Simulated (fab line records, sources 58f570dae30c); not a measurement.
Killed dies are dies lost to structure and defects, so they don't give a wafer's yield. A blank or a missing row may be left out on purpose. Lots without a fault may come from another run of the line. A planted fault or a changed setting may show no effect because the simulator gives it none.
Which tool did it? | flow berkeley_cmos170 | 7 lots, 21 wafers sampled, at 3 steps of a route of 331

WHAT THE GAUGES READ, wafer by wafer
UCB170_M3_CD_MEAS_90: target cd 700 nm.
lot  | measured     | on        | cd_nm (nm)
L770 | day 9 19:03  | cd_sem-02 | 698 695 699
L773 | day 10 13:16 | cd_sem-01 | 697 694 698
L779 | day 11 19:11 | cd_sem-01 | 715 708 711 714 708 711
L783 | day 12 12:41 | cd_sem-02 | 702 700 703
L786 | day 12 18:24 | cd_sem-01 | 695 694 693
L787 | day 13 01:36 | cd_sem-01 | 699 697 696
L790 | day 14 11:11 | cd_sem-02 | 699 700 698

WHICH TOOL RAN EACH LOT (tool, then ch and the chambers of the sampled wafers, then the start)
lot  | UCB170_M3_METAL_ETCH_18           | UCB170_M3_STRIP_19
L770 | rie_metal-01 ch 0,1, day 9 18:46  | plasma_asher-02 ch 0,1, day 9 18:57
L773 | rie_metal-02 ch 0,1, day 10 12:57 | plasma_asher-02 ch 0,1, day 10 13:08
L779 | rie_metal-02 ch 0,1, day 11 18:55 | plasma_asher-03 ch 0,1, day 11 19:05
L783 | rie_metal-04 ch 0,1, day 12 12:25 | plasma_asher-03 ch 0,1, day 12 12:35
L786 | rie_metal-01 ch 0,1, day 12 18:07 | plasma_asher-01 ch 0,1, day 12 18:18
L787 | rie_metal-04 ch 1, day 13 01:19   | plasma_asher-01 ch 0,1, day 13 01:30
L790 | rie_metal-01 ch 0, day 14 10:43   | plasma_asher-02 ch 0,1, day 14 11:05
- UCB170_M3_METAL_ETCH_18: etches Al in Cl2/BCl3, stops on SiO2, target depth 1170 nm, time 195 s.
- UCB170_M3_STRIP_19: strips in O2.

THE ANSWER, worked out from the rows above alone
Rule: what is usual is taken from the lots themselves. Put in order of their means at a reading, lots are off if they are a third of the lots or fewer, leave a main group of 4 or more, and stand apart from it by a gap of 3 or more times the standard deviation of the main group's means; of several such gaps the widest counts. A main group whose means are all the same, to the digits that the tables above print for the reading, isn't used. A lot without any number at a reading at which 4 lots or more have one is off too. The other lots that the step has rows for count as sound.
Off: L779, at UCB170_M3_CD_MEAS_90 (cd_nm). The main group: mean 698 nm, standard deviation 2.4.
A tool fits if, at a process step before that reading, it ran every lot that is off, and no sound lot after the first of them. The gauges at UCB170_M3_CD_MEAS_90 are tried like those tools. One fits: rie_metal-02 at UCB170_M3_METAL_ETCH_18. Its last sound lot is L773 (day 10 12:57), its first lot that is off L779 (day 11 18:55): a fault that began between those two fits.

WHAT THE SIMULATOR HAD PUT IN
Process parameter drift: rie_metal-02, from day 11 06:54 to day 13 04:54, at UCB170_M3_METAL_ETCH_18. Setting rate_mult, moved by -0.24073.
Lots struck among those shown: L779. The rule above found the same.
